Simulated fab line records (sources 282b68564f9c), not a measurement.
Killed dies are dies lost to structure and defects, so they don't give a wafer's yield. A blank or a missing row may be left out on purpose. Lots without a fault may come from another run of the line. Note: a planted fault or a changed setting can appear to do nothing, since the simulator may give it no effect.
Matching of chambers | flow ritCmos | RIT_GATE_ETCH_19 on rieSi-02 has 4 sister chambers
The step etches poly-Si in SF6/CHF3/O2, stops on SiO2, time 165 s, target depth 312.5 nm. 8 wafers are shown with their chamber, then 7 later ones without.

== EACH WAFER AND ITS CHAMBER ==
wafer  | chamber | throttleValvePct (%) | runLengthS (s)
L879.4 | 3       | 10.11                | 193.1
L881.1 | 1       | 10.16                | 192.9
L881.4 | 0       | 10.26                | 192.9
L887.2 | 0       | 10.23                | 193.2
L887.4 | 3       | 10.09                | 193.1
L887.5 | 2       | 10.18                | 193.9
L889.1 | 2       | 10.16                | 194.3
L889.4 | 1       | 10.16                | 192.9

== WAFERS WITHOUT THEIR CHAMBER ==
wafer  | throttleValvePct (%) | runLengthS (s)
L889.6 | 10.19                | 194.0
L891.2 | 10.17                | 193.3
L891.3 | 10.25                | 193.3
L891.6 | 10.25                | 192.8
L897.3 | 10.18                | 194.0
L897.4 | 10.11                | 193.2
L897.6 | 10.09                | 192.9

== WHICH CHAMBER EACH ONE RAN IN ==
wafer  | from the rows above | in truth
L889.6 | 2                   | 2
L891.2 | 1                   | 1
L891.3 | 0                   | 0
L891.6 | 0                   | 0
L897.3 | 2                   | 2
L897.4 | 3                   | 3
L897.6 | 3                   | 3
Correct placement for 7 of the 7. From these rows, 0 cannot be placed. Placed wrongly: 0.
How it was worked out, from the rows above alone: a wafer's distance from a chamber is the root of the sum, over the readings, of the square of ((its reading less the chamber's mean) divided by the reading's scatter). If the next closest chamber is less than 2 further off than the closest, the wafer can't be placed; otherwise it belongs to the closest. The mean given for a chamber averages the wafers shown for that chamber. The scatter is the square root of a quotient: the sum, over the shown wafers, of each reading's squared deviation from its chamber's mean, divided by wafers minus chambers.
